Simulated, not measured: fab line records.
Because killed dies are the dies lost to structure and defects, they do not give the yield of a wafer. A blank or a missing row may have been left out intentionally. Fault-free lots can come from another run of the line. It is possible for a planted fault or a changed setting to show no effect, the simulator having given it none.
Matching of chambers    flow berkeleyCmos170    UCB170_V1_CMP_02 on cmp-01 has 4 sister chambers
The step polishes SiO2. 7 wafers are shown with their chamber, then 7 later ones without.

== WAFERS WITH THEIR CHAMBER ==
wafer   chamber  motorCurrentA (A)
L772.2  3        16.3
L772.4  0        18.5
L774.2  1        14.6
L774.3  2        18.0
L774.4  3        16.4
L775.1  2        17.3
L775.2  1        15.3

== WAFERS WHOSE CHAMBER IS MISSING ==
wafer   motorCurrentA (A)
L775.6  14.9
L776.2  14.7
L776.4  18.8
L776.6  16.7
L785.1  16.2
L785.5  14.2
L785.6  18.6

== WHICH CHAMBER EACH WENT THROUGH ==
wafer    from the rows above       in truth
L775.6   1                         1
L776.2   1                         1
L776.4   0                         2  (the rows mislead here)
L776.6   can't be placed: 3 or 2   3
L785.1   3                         3
L785.5   1                         1
L785.6   0                         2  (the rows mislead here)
Placed correctly: 4 of 7. From these rows, 1 cannot be placed; in 1 the true chamber is one of the candidates. 2 placed wrongly.
How it was worked out, from the rows above alone: a wafer's distance from a chamber is the root of the sum, over the readings, of the square of ((its reading less the chamber's mean) divided by the reading's scatter). The wafer belongs to the nearest chamber; if the next one is less than 2 further off, it can't be placed. Each chamber's mean is taken over the wafers shown for it. The scatter is the square root of a quotient: the sum, over the shown wafers, of each reading's squared deviation from its chamber's mean, divided by wafers minus chambers.
